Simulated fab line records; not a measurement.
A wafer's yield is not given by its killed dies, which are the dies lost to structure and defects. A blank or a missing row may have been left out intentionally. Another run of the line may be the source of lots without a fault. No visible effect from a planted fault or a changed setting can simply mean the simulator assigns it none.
fab line records -- flow rit_cmos
record lots=5, wafers=15, last_day=19
route steps=202 shown CONTACT@172 M1@184
lots that met no fault: taken from a fault-free run of the same line
start_h: hours from the record's first day to the start of the lot's first wafer shown -- wait_h: time in hours since the lot's previous step -- " identical to the entry in the row above -- L1.1+2: a single row standing in for several wafers -- - either no value or no given start -- * or withheld: withheld -- < > ~ a bound
route shown NAME@n: names a module that has steps shown in the file, with the first one's number in the route -- usual: the fault-free wafers' mean and standard deviation -- same: alike in all rows -- chamber/n: place in a boat -- sites: per-site readings -- _std_site: the values' standard deviation -- _edge_site: mean of outer sites minus mean of inner sites -- radius_mm: how far each site lies from the wafer's centre -- mask NAME#n: copy n -- behind: tool/chamber where the wafer was last shaped -- hold: the reason the lot was held/the length of the hold in hours/how it ended -- device: the transistor (n, p or np) that didn't switch -- end of line: the same wafers' tests at the end of the route -- step lacking rows: just its recipe -- killed: count of dies lost to structure and defects at first sort (not the wafer's yield) -- map: a wafer's dies, marking killed ones x, the rest . and places with no die _
set.NAME: the setting the step ran with; set.NAME@STEP: the setting that earlier step ran with -- model.NAME: the simulator's own value behind a step, which no gauge read
a table for each step, a row for each wafer; lots at some steps of the route
services: when a tool's chamber went out of use (start_h, in hours from the record's first day, below 0 if earlier), for how many hours, and the reason
## steps
# step RIT_CONTACT_SOFTBAKE_04
# recipe resist=NOVOLAK, temp_c=90, time_s=60
# step RIT_CONTACT_EXPOSE_05
# recipe mask_id=M11, na=0.6, source_shape=conventional, sigma_outer=0.5, target_cd_nm=1000, dose_mj=250
# step RIT_CONTACT_PEB_06
# recipe resist=NOVOLAK, temp_c=withheld, time_s=withheld
# step RIT_CONTACT_DEVELOP_07
# recipe resist=NOVOLAK, develop_time_s=120, dev_temp_c=23
# step RIT_CONTACT_CD_MEAS_08
# recipe target_cd_nm=1000
# usual cd_nm=1000.4/2.5
lot.wafer,tool,chamber,start_h,wait_h,cd_nm
L204.1,cd_sem-01,-,69.71,-,998.9
L204.3,cd_sem-01,-,69.71,-,998.2
L204.5,cd_sem-01,-,69.71,-,996.5
L212.1,cd_sem-02,-,113.35,-,1000.0
L212.2,cd_sem-02,-,113.35,-,1001.1
L212.6,cd_sem-02,-,113.35,-,999.9
L218.1,cd_sem-02,-,143.31,-,1001.4
L218.5,cd_sem-02,-,143.31,-,999.8
L218.6,cd_sem-02,-,143.31,-,1001.0
L225.1,cd_sem-01,-,168.21,-,1002.5
L225.3,cd_sem-01,-,168.21,-,1000.7
L225.4,cd_sem-01,-,168.21,-,1000.7
L224.1,cd_sem-02,-,444.55,-,999.3
L224.3,cd_sem-02,-,444.55,-,999.9
L224.6,cd_sem-02,-,444.55,-,1001.6
# step RIT_CONTACT_OVL_MEAS_09
# usual CONTACT_OVL=-0.9/1.2
lot.wafer,tool,chamber,start_h,wait_h,CONTACT_OVL[nm]
L204.1,overlay-01,-,69.83,0.1,-1.3
L204.3,overlay-01,-,69.83,0.1,-2.4
L204.5,overlay-01,-,69.83,0.1,-3.8
L212.1,overlay-02,-,113.47,0.1,-0.1
L212.2,overlay-02,-,113.47,0.1,1.4
L212.6,overlay-02,-,113.47,0.1,0.0
L218.1,overlay-02,-,143.43,0.1,-2.5
L218.5,overlay-02,-,143.43,0.1,-1.2
L218.6,overlay-02,-,143.43,0.1,-1.1
L225.1,overlay-01,-,168.33,0.1,-2.9
L225.3,overlay-01,-,168.33,0.1,-0.4
L225.4,overlay-01,-,168.33,0.1,-0.1
L224.1,overlay-01,-,444.67,0.1,-1.2
L224.3,overlay-01,-,444.67,0.1,-0.7
L224.6,overlay-01,-,444.67,0.1,-2.6
# step RIT_CONTACT_HARDBAKE_10
# recipe resist=NOVOLAK, temp_c=140, time_s=60
# step RIT_CONTACT_ETCH_11
# recipe target_depth_a=4800, over_etch_frac=0.2, stop_on=TiSi2, chemistry=CHF3/CF4/Ar, target=SiO2, CHF3_flow_sccm=50, cf4_flow_sccm=10, Ar_flow_sccm=100, O2_flow_sccm=5, pressure_mtorr=100, rf_w=200, time_s=320
# usual CHF3_flow_sccm=49.99/0.13, drypump_motor_current_A=5.8/0.62, oes_product_au=0.993/0.016, throttle_valve_pct=8.89/0.15
lot.wafer,tool,chamber,start_h,wait_h,CHF3_flow_sccm,drypump_motor_current_A,oes_product_au,rf_hours_counter_h,throttle_valve_pct
L204.1,rie_diel-04,1,70.01,0.1,50.18,5.0,1.001,7,8.66
L204.3,rie_diel-04,0,70.01,0.1,50.12,6.6,1.003,1,8.75
L204.5,rie_diel-04,1,70.01,0.1,50.04,5.0,0.997,-,8.64
L212.1,rie_diel-02,3,113.65,0.1,50.21,5.5,0.995,87,8.90
L212.2,rie_diel-02,0,113.65,0.1,50.08,5.6,0.984,17,8.85
L212.6,rie_diel-02,2,113.65,0.1,50.03,5.4,0.972,-,9.14
L218.1,rie_diel-03,2,143.62,0.1,50.09,5.2,1.002,1,8.85
L218.5,rie_diel-03,1,143.62,0.1,50.20,6.2,1.006,-,8.81
L218.6,rie_diel-03,2,143.62,0.1,50.32,5.2,1.004,-,8.85
L225.1,rie_diel-03,0,168.52,0.1,50.06,6.7,1.008,7,8.72
L225.3,rie_diel-03,2,168.52,0.1,50.22,5.2,1.009,1,8.86
L225.4,rie_diel-03,1,168.52,0.1,50.01,6.2,1.011,91,8.79
L224.1,rie_diel-02,0,444.85,0.1,50.09,5.6,0.976,23,8.86
L224.3,rie_diel-02,1,444.85,0.1,49.86,6.4,0.989,14,9.09
L224.6,rie_diel-02,2,444.85,0.1,50.08,5.3,0.970,-,9.14
# step RIT_CONTACT_STRIP_12
# recipe chemistry=O2, time_s=180, resist=NOVOLAK, platen_temp_c=withheld, power_w=500, pressure_mtorr=4000, o2_flow_sccm=4000
# usual drypump_motor_current_A=6.1/0.42
lot.wafer,tool,chamber,start_h,wait_h,drypump_motor_current_A,rf_hours_counter_h
L204.1,plasma_asher-01,0,70.21,0.1,5.6,45
L204.3,plasma_asher-01,0,70.21,0.1,5.6,-
L204.5,plasma_asher-01,1,70.21,0.1,6.4,-
L212.1,plasma_asher-03,1,113.85,0.1,6.3,48
L212.2,plasma_asher-03,0,113.85,0.1,6.8,48
L212.6,plasma_asher-03,0,113.85,0.1,6.8,-
L218.1,plasma_asher-01,0,143.81,0.1,5.6,3
L218.5,plasma_asher-01,1,143.81,0.1,6.4,-
L218.6,plasma_asher-01,0,143.81,0.1,5.6,-
L225.1,plasma_asher-02,0,168.72,0.1,5.7,48
L225.3,plasma_asher-02,0,168.72,0.1,5.7,-
L225.4,plasma_asher-02,1,168.72,0.1,5.9,-
L224.1,plasma_asher-02,0,445.05,0.1,5.7,2
L224.3,plasma_asher-02,1,445.05,0.1,5.8,-
L224.6,plasma_asher-02,0,445.05,0.1,5.6,-
# step RIT_CONTACT_CD_MEAS_90
# recipe target_cd_nm=1000
# usual cd_nm=1000.4/2.5
lot.wafer,tool,chamber,start_h,wait_h,cd_nm
L204.1,cd_sem-01,-,70.38,0.1,999.1
L204.3,cd_sem-01,-,70.38,0.1,997.7
L204.5,cd_sem-01,-,70.38,0.1,996.6
L212.1,cd_sem-02,-,114.02,0.1,1000.1
L212.2,cd_sem-02,-,114.02,0.1,1001.4
L212.6,cd_sem-02,-,114.02,0.1,999.8
L218.1,cd_sem-02,-,143.99,0.1,1002.2
L218.5,cd_sem-02,-,143.99,0.1,999.8
L218.6,cd_sem-02,-,143.99,0.1,1000.8
L225.1,cd_sem-02,-,168.89,0.1,1002.7
L225.3,cd_sem-02,-,168.89,0.1,1001.6
L225.4,cd_sem-02,-,168.89,0.1,1000.0
L224.1,cd_sem-02,-,445.22,0.1,999.9
L224.3,cd_sem-02,-,445.22,0.1,999.7
L224.6,cd_sem-02,-,445.22,0.1,1001.5
# step RIT_CONTACT_CLEAN_13
# recipe chemistry=SC1, mix=3:3:50, time_s=600, temp_c=75
# step RIT_CONTACT_CLEAN_14
# recipe chemistry=SC2, mix=3:3:50, time_s=600, temp_c=75, dry=n2_spin
# step RIT_M1_SPUTTER_00
# recipe material=Al, target_thk_nm=400, power_w=2000, chamber_pressure_pa=0.4, gas=Ar, time_s=500, substrate_temp_c=25
# usual cathode_dc_power_W=2000.0/0.4, throttle_valve_pct=29.9/0.93
lot.wafer,tool,chamber,start_h,wait_h,cathode_dc_power_W,throttle_valve_pct,model.Al_of_M1_SPUTTER_00.thk_nm
L204.1,pvd_sputter-03,-,70.85,0.0,2000.1,28.9,398.7
L204.3,pvd_sputter-03,-,70.85,0.0,2000.3,31.4,406.1
L204.5,pvd_sputter-03,-,70.85,0.0,1999.5,28.6,405
L212.1,pvd_sputter-03,-,114.70,0.0,2000.2,28.6,395.8
L212.2,pvd_sputter-03,-,114.70,0.0,2296.5,31.3,457
L212.6,pvd_sputter-03,-,114.70,0.0,2000.0,28.3,400.5
L218.1,pvd_sputter-02,-,144.47,0.0,2000.1,30.7,399
L218.5,pvd_sputter-02,-,144.47,0.0,1999.6,29.0,400.9
L218.6,pvd_sputter-02,-,144.47,0.0,1999.9,30.8,400.2
L225.1,pvd_sputter-01,-,169.38,0.0,2000.2,29.8,403
L225.3,pvd_sputter-01,-,169.38,0.0,1999.8,28.7,399.4
L225.4,pvd_sputter-01,-,169.38,0.0,2000.5,28.7,401.5
L224.1,pvd_sputter-02,-,445.71,0.0,2000.4,29.1,389
L224.3,pvd_sputter-02,-,445.71,0.0,2000.1,30.8,388.9
L224.6,pvd_sputter-02,-,445.71,0.0,2000.6,30.9,396.2
# step RIT_M1_RS_MEAS_01
# recipe thk_meas_gauge=four-point-probe, reads=Al_of_M1_SPUTTER_00
# usual M1_AL_RS=0.0738/0.00088
lot.wafer,tool,chamber,start_h,wait_h,M1_AL_RS[ohm/sq]
L204.1,film_metro-04,-,71.15,0.1,0.0736
L204.3,film_metro-04,-,71.15,0.1,0.0723
L204.5,film_metro-04,-,71.15,0.1,0.0723
L212.1,film_metro-01,-,114.99,0.1,0.0742
L212.2,film_metro-01,-,114.99,0.1,0.0640
L212.6,film_metro-01,-,114.99,0.1,0.0733
L218.1,film_metro-01,-,144.77,0.1,0.0734
L218.5,film_metro-01,-,144.77,0.1,0.0734
L218.6,film_metro-01,-,144.77,0.1,0.0734
L225.1,film_metro-03,-,169.67,0.1,0.0728
L225.3,film_metro-03,-,169.67,0.1,0.0736
L225.4,film_metro-03,-,169.67,0.1,0.0733
L224.1,film_metro-04,-,446.00,0.1,0.0755
L224.3,film_metro-04,-,446.00,0.1,0.0755
L224.6,film_metro-04,-,446.00,0.1,0.0742
# step RIT_M1_THK_MEAS_02
# recipe thk_meas_gauge=xrf, reads=Al_of_M1_SPUTTER_00
# usual M1_AL_THK=391/4.8
lot.wafer,tool,chamber,start_h,wait_h,M1_AL_THK[nm]
L204.1,film_metro-04,-,71.27,0.1,393
L204.3,film_metro-04,-,71.27,0.1,400
L204.5,film_metro-04,-,71.27,0.1,399
L212.1,film_metro-01,-,115.11,0.1,384
L212.2,film_metro-01,-,115.11,0.1,441
L212.6,film_metro-01,-,115.11,0.1,388
L218.1,film_metro-01,-,144.89,0.1,390
L218.5,film_metro-01,-,144.89,0.1,393
L218.6,film_metro-01,-,144.89,0.1,392
L225.1,film_metro-03,-,169.79,0.1,397
L225.3,film_metro-03,-,169.79,0.1,394
L225.4,film_metro-03,-,169.79,0.1,395
L224.1,film_metro-04,-,446.12,0.1,382
L224.3,film_metro-04,-,446.12,0.1,382
L224.6,film_metro-04,-,446.12,0.1,391
# step RIT_M1_HMDS_03
# recipe prime_time_s=60, prime_temp_c=140
# step RIT_M1_COAT_04
# recipe resist=NOVOLAK, spin_rpm=2000, resist_thk_nm=1300
# step RIT_M1_SOFTBAKE_05
# recipe resist=NOVOLAK, temp_c=90, time_s=60
# step RIT_M1_EXPOSE_06
# recipe mask_id=M12, na=0.6, source_shape=conventional, sigma_outer=0.5, target_cd_nm=2600, dose_mj=250
# step RIT_M1_PEB_07
# recipe resist=NOVOLAK, temp_c=withheld, time_s=withheld
# step RIT_M1_DEVELOP_08
# recipe resist=NOVOLAK, develop_time_s=68, dev_temp_c=23
# step RIT_M1_CD_MEAS_09
# recipe target_cd_nm=2600
# usual cd_nm=2599.8/2.6
lot.wafer,tool,chamber,start_h,wait_h,cd_nm
L204.1,cd_sem-01,-,72.35,-,2596.0
L204.3,cd_sem-01,-,72.35,-,2597.5
L204.5,cd_sem-01,-,72.35,-,2596.7
L212.1,cd_sem-02,-,116.05,-,2602.9
L212.2,cd_sem-02,-,116.05,-,2601.9
L212.6,cd_sem-02,-,116.05,-,2602.3
L218.1,cd_sem-02,-,145.95,-,2603.2
L218.5,cd_sem-02,-,145.95,-,2599.7
L218.6,cd_sem-02,-,145.95,-,2600.9
L225.1,cd_sem-02,-,170.86,-,2601.6
L225.3,cd_sem-02,-,170.86,-,2600.7
L225.4,cd_sem-02,-,170.86,-,2603.4
L224.1,cd_sem-01,-,447.17,-,2596.0
L224.3,cd_sem-01,-,447.17,-,2596.6
L224.6,cd_sem-01,-,447.17,-,2597.2
# step RIT_M1_OVL_MEAS_10
# usual M1_OVL=-0.5/1.3
lot.wafer,tool,chamber,start_h,wait_h,M1_OVL[nm]
L204.1,overlay-02,-,72.47,0.1,1.1
L204.3,overlay-02,-,72.47,0.1,1.3
L204.5,overlay-02,-,72.47,0.1,0.4
L212.1,overlay-02,-,116.17,0.1,-2.0
L212.2,overlay-02,-,116.17,0.1,-0.9
L212.6,overlay-02,-,116.17,0.1,-1.7
L218.1,overlay-01,-,146.07,0.1,-1.5
L218.5,overlay-01,-,146.07,0.1,-1.5
L218.6,overlay-01,-,146.07,0.1,-0.4
L225.1,overlay-02,-,170.98,0.1,0.9
L225.3,overlay-02,-,170.98,0.1,0.5
L225.4,overlay-02,-,170.98,0.1,0.2
L224.1,overlay-01,-,447.29,0.1,0.7
L224.3,overlay-01,-,447.29,0.1,0.4
L224.6,overlay-01,-,447.29,0.1,-0.2
# step RIT_M1_HARDBAKE_11
# recipe resist=NOVOLAK, temp_c=140, time_s=120
# step RIT_M1_METAL_ETCH_12
# recipe stop_on=SiO2, chemistry=Cl2/BCl3, target=Al, time_s=165, over_etch_frac=0.5, pressure_mtorr=100, target_depth_a=6000, rf_w=250, Cl2_flow_sccm=60, bcl3_flow_sccm=50
# usual drypump_motor_current_A=5.7/0.41, oes_product_au=0.778/0.016, throttle_valve_pct=8.30/0.11
lot.wafer,tool,chamber,start_h,wait_h,drypump_motor_current_A,oes_product_au,rf_hours_counter_h,throttle_valve_pct
L204.1,rie_metal-03,0,72.76,0.2,5.7,0.786,3,8.42
L204.3,rie_metal-03,1,72.76,0.2,5.0,0.767,-,8.46
L204.5,rie_metal-03,1,72.76,0.2,5.0,0.755,-,8.46
L212.1,rie_metal-04,0,116.72,0.2,6.3,0.784,32,8.29
L212.2,rie_metal-04,1,116.72,0.2,5.7,0.833,33,8.12
L212.6,rie_metal-04,1,116.72,0.2,5.7,0.766,-,8.12
L218.1,rie_metal-03,1,146.44,0.2,5.0,0.755,3,8.46
L218.5,rie_metal-03,1,146.44,0.2,5.0,0.754,-,8.46
L218.6,rie_metal-03,1,146.44,0.2,5.0,0.759,-,8.46
L225.1,rie_metal-03,1,171.26,0.2,5.0,0.760,4,8.46
L225.3,rie_metal-03,1,171.26,0.2,5.0,0.753,-,8.47
L225.4,rie_metal-03,0,171.26,0.2,5.7,0.797,-,8.39
L224.1,rie_metal-04,1,447.57,0.2,5.7,0.769,3,8.10
L224.3,rie_metal-04,1,447.57,0.2,5.7,0.777,-,8.11
L224.6,rie_metal-04,1,447.57,0.2,5.7,0.785,-,8.12
# step RIT_M1_STRIP_13
# recipe chemistry=nmp, resist=NOVOLAK, temp_c=80, time_s=600, dry=n2_spin
# step RIT_M1_PROBE_99
# usual defect_limited_yield=97.5/1.2, killed_at_contacts=0.1/0.27, killed_at_front_end=6/3, killed_dies=7/3, killed_on_rim=1.7/1.4, killed_open=3.1/2, killed_short=3.4/2, sort_bin_3_pad_short=0.1/0.23, sort_bin_5_function=1.4/0.76, sort_bin_6_memory=0.9/0.63, sort_n_pass=257/3, sort_yield_pct=97.5/1.2
# same gross_dies=264, killed_at_M0_to_M3=0, killed_at_M4_up=0, killed_at_back_side=0, killed_at_other=0
lot.wafer,tool,chamber,start_h,wait_h,defect_limited_yield[%],killed_at_contacts,killed_at_front_end,killed_dies,killed_on_rim,killed_open,killed_short,sort_bin_3_pad_short[%],sort_bin_5_function[%],sort_bin_6_memory[%],sort_n_pass,sort_yield_pct[%],model.etest.m1.rs_ohm_sq
L204.1,prober-01,-,75.01,0.1,97.7,1,5,6,4,3,3,0,1.5,0.8,258,97.7,0.07283
L204.3,prober-01,-,75.11,0.2,97.7,0,6,6,2,3,3,0,0.8,1.5,258,97.7,0.07158
L204.5,prober-01,-,75.21,0.2,99.2,1,1,2,0,1,1,0,0,0.8,262,99.2,0.07187
L212.1,prober-01,-,120.47,0.1,97.7,0,6,6,2,2,4,0.4,0.8,1.1,258,97.7,0.07371
L212.2,prober-01,-,120.52,0.1,97.0,0,8,8,3,2,6,0.4,1.9,0.8,256,97.0,0.06342
L212.6,prober-01,-,120.72,0.2,97.0,0,8,8,2,3,5,0,2.3,0.8,256,97.0,0.07223
L218.1,prober-02,-,150.35,0.1,97.0,0,8,8,3,3,5,0,1.9,1.1,256,97.0,0.07301
L218.5,prober-02,-,150.55,0.2,98.1,0,5,5,1,2,3,0,1.5,0.4,259,98.1,0.07204
L218.6,prober-02,-,150.60,0.2,96.6,0,9,9,4,3,6,0.4,1.9,1.1,255,96.6,0.07241
L225.1,prober-01,-,173.51,0.1,98.5,0,4,4,0,1,3,0,1.1,0.4,260,98.5,0.0721
L225.3,prober-01,-,173.61,0.2,98.5,0,4,4,1,1,3,0.4,0.8,0.4,260,98.5,0.07257
L225.4,prober-01,-,173.66,0.2,98.1,0,5,5,1,1,4,0.4,0.8,0.8,259,98.1,0.0723
L224.1,prober-01,-,450.00,0.1,97.3,0,7,7,1,3,4,0.4,1.1,1.1,257,97.3,0.07424
L224.3,prober-01,-,450.10,0.2,98.1,0,5,5,1,1,4,0.4,0.8,0.8,259,98.1,0.07445
L224.6,prober-01,-,450.25,0.2,95.1,0,13,13,5,9,4,0,3.0,1.9,251,95.1,0.07292
# killed by level:class
L204.1 GATE:geometric_particle:short=2 SPACER:geometric_particle:open=2 FOX1:geometric_particle:short=1 CONTACT:geometric_particle:open=1
L204.3 GATE:geometric_particle:short=2 FOX1:geometric_particle:short=1 FOX2:geometric_particle:open=1 SPACER:geometric_particle:open=1 SILICIDE:geometric_particle:open=1
L204.5 GATE:geometric_particle:open=1 CONTACT:geometric_particle:short=1
L212.1 FOX2:geometric_particle:short=2 GATE:geometric_particle:open=2 GATE:geometric_particle:short=1 SPACER:geometric_particle:short=1
L212.2 GATE:geometric_particle:short=3 FOX1:geometric_particle:short=1 FOX1:geometric_particle:open=1 GATE:geometric_particle:open=1 SPACER:geometric_particle:short=1 SILICIDE:geometric_particle:short=1
L212.6 GATE:geometric_particle:short=3 GATE:geometric_particle:open=3 FOX1:geometric_particle:short=1 SILICIDE:geometric_particle:short=1
L218.1 GATE:geometric_particle:short=3 SPACER:geometric_particle:short=2 FOX2:geometric_particle:open=1 REOX:geometric_particle:open=1 SPACER:geometric_particle:open=1
L218.5 FOX1:geometric_particle:short=2 FOX1:geometric_particle:open=1 GATE:geometric_particle:short=1 SPACER:geometric_particle:open=1
L218.6 GATE:geometric_particle:short=3 REOX:geometric_particle:open=2 FOX1:geometric_particle:short=1 FOX2:geometric_particle:short=1 GATE:geometric_particle:open=1 SPACER:geometric_particle:short=1
L225.1 GATE:geometric_particle:short=2 REOX:geometric_particle:open=1 REOX:geometric_particle:short=1
L225.3 GATE:geometric_particle:short=2 FOX1:geometric_particle:short=1 GATE:geometric_particle:open=1
L225.4 GATE:geometric_particle:short=4 FOX2:geometric_particle:open=1
L224.1 GATE:geometric_particle:open=3 GATE:geometric_particle:short=2 REOX:geometric_particle:short=1 SPACER:geometric_particle:short=1
L224.3 FOX1:geometric_particle:short=1 FOX1:geometric_particle:open=1 FOX2:geometric_particle:short=1 GATE:geometric_particle:short=1 SILICIDE:geometric_particle:short=1
L224.6 GATE:geometric_particle:open=6 FOX1:geometric_particle:open=3 FOX1:geometric_particle:short=2 FOX2:geometric_particle:short=1 SPACER:geometric_particle:short=1
## services
tool,chamber,start_h,hours,kind
rie_metal-04,-,69.41,2.8,pm
pvd_sputter-03,-,85.99,0.6,repair
pvd_sputter-03,-,97.40,8.0,repair
plasma_asher-02,-,105.02,4.3,repair
plasma_asher-01,-,108.75,9.0,pm
rie_diel-03,0,112.56,7.1,repair
pvd_sputter-02,-,126.24,7.0,repair
rie_diel-02,-,126.93,28.1,pm
plasma_asher-02,-,135.24,0.7,repair
rie_metal-04,-,136.12,20.0,pm
rie_metal-03,0,140.68,10.3,repair
pvd_sputter-02,-,150.76,13.1,repair
rie_diel-02,3,157.63,5.5,repair
rie_metal-04,0,174.67,2.4,repair
pvd_sputter-03,-,181.97,2.9,repair
rie_metal-04,1,201.49,4.7,repair
rie_metal-03,0,232.56,10.1,repair
rie_diel-03,0,236.01,6.1,repair
plasma_asher-01,-,260.83,2.8,pm
rie_diel-02,-,278.67,2.8,pm
plasma_asher-01,-,279.26,0.9,repair
rie_diel-02,1,319.43,3.4,repair
rie_diel-03,1,364.21,9.9,repair
rie_diel-02,-,374.40,2.0,repair
## key
first_sign step=RIT_M1_SPUTTER_00, reading=cathode_dc_power_W, direction=up, sigmas=99+, usual=2000.0, struck=2296.5
effect step=RIT_M1_RS_MEAS_01, reading=M1_AL_RS, direction=down, sigmas=11, usual=0.0738, struck=0.0640
effect step=RIT_M1_THK_MEAS_02, reading=M1_AL_THK, direction=up, sigmas=10, usual=391, struck=441
effect step=RIT_M1_METAL_ETCH_12, reading=oes_product_au, direction=up, sigmas=3.4, usual=0.778, struck=0.833
model_effect step=RIT_M1_SPUTTER_00, value=Al_of_M1_SPUTTER_00.thk_nm, without=397.5, struck=457
model_effect step=RIT_M1_PROBE_99, value=etest.m1.rs_ohm_sq, without=0.07293, struck=0.06342
met_at RIT_M1_SPUTTER_00
struck_wafers L212.2
onset_between 70.85 114.70
fault kind=process_parameter_drift, tool=pvd_sputter-03, chamber=-, onset_h=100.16, steps=RIT_M1_SPUTTER_00, channel=power_w, offset=297.58, shape=step, end_h=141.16, acts_in=these_recipes_only, stated=2000, scope=struck_wafers_only
